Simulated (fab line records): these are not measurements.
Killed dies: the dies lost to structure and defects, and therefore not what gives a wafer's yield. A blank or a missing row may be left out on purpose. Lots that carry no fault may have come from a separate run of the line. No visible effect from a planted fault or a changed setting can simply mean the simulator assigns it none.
One fault seen from 2 desks + flow ritCmos + what lay behind the numbers comes last; until then each desk has only its own

== AT THE TOOL OWNER'S DESK: furnace-04 ==
At RIT_WELLDRIVE_ANNEAL_00 (time 14700 s), the tool's own readings, given per lot that ran on this tool as the mean of the sampled wafers with a number. If a lot's mean is further than 4 standard deviations from the usual mean, the lot is out of limits and carries the mark OUT (the distance appears in the brackets).
Columns: A = spikeTcCentreC at RIT_WELLDRIVE_ANNEAL_00, usual 1102.2 C; B = spikeTcLoadC at RIT_WELLDRIVE_ANNEAL_00, usual 1126.3 C; C = spikeTcSourceC at RIT_WELLDRIVE_ANNEAL_00, usual 1129.3 C
| lot  | first seen here | A                | B                | C                |
|------|-----------------|------------------|------------------|------------------|
| L997 | day 2 01:25     | 1101.9           | 1126.0           | 1130.5           |
| L998 | day 2 06:30     | 1100.9           | 1125.8           | 1131.6           |
| L100 | day 2 17:49     | 1101.1           | 1126.1           | 1131.7           |
| L102 | day 3 04:31     | 1100.9           | 1125.6           | 1131.1           |
| L105 | day 3 17:52     | 1101.8           | 1126.2           | 1131.6           |
| L109 | day 4 12:49     | 1061.7 (-25) OUT | 1085.9 (-21) OUT | 1091.6 (-13) OUT |
| L111 | day 4 20:49     | 1061.6 (-25) OUT | 1085.4 (-22) OUT | 1090.8 (-14) OUT |
This desk's verdict: out of limits on L109, L111, starting with L109 at day 4 12:49 (spikeTcCentreC at RIT_WELLDRIVE_ANNEAL_00). Within limits: L997, L998, L100, L102, L105.

== FROM THE METROLOGY DESK ==
What the gauges read, lot by lot, whatever tool the lot ran on: means of the sampled wafers that have a number. If a lot's mean is further than 4 standard deviations from the usual mean, the lot is out of limits and carries the mark OUT (the distance appears in the brackets).
Columns: A = NWELL_RS at RIT_WELLDRIVE_RS_MEAS_01, usual 275.3 ohm/sq; B = PWELL_RS at RIT_WELLDRIVE_RS_MEAS_02, usual 424.4 ohm/sq
| lot  | first seen here | A               | B               |
|------|-----------------|-----------------|-----------------|
| L997 | day 2 06:30     | 274.6           | 424.4           |
| L998 | day 2 11:35     | 275.5           | 424.3           |
| L999 | day 2 18:34     | 275.3           | 422.2           |
| L100 | day 2 22:55     | 275.9           | 424.4           |
| L102 | day 3 09:36     | 275.6           | 424.1           |
| L103 | day 3 12:35     | 275.2           | 424.9           |
| L105 | day 3 22:59     | 275.3           | 424.4           |
| L106 | day 4 05:20     | 276.5           | 424.0           |
| L108 | day 4 11:58     | 274.3           | 425.5           |
| L109 | day 4 17:58     | 320.5 (+61) OUT | 468.6 (+40) OUT |
| L111 | day 5 01:53     | 322.7 (+64) OUT | 466.1 (+38) OUT |
| L113 | day 5 13:47     | 274.6           | 423.8           |
| L117 | day 6 09:04     | 275.0           | 425.7           |
| L119 | day 6 19:38     | 276.2           | 425.4           |
Per this desk, out of limits: L109, L111; the first was L109, day 4 17:58 (NWELL_RS at RIT_WELLDRIVE_RS_MEAS_01). Within limits: L997, L998, L999, L100, L102, L103, L105, L106, L108, L113, L117, L119.

== BROUGHT TOGETHER ==
On L109, L111, at day 4 12:49, an alarm was possible from the tool owner's desk.
At day 4 17:58 the metrology desk could have sounded an alarm, on L109, L111.
Of the lots named, all ran RIT_WELLDRIVE_ANNEAL_00 on furnace-04.

== WHAT THE SIMULATOR PUT IN ==
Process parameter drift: furnace-04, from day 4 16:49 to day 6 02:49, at RIT_WELLDRIVE_ANNEAL_00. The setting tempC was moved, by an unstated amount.
Lots struck among those shown: L109, L111.
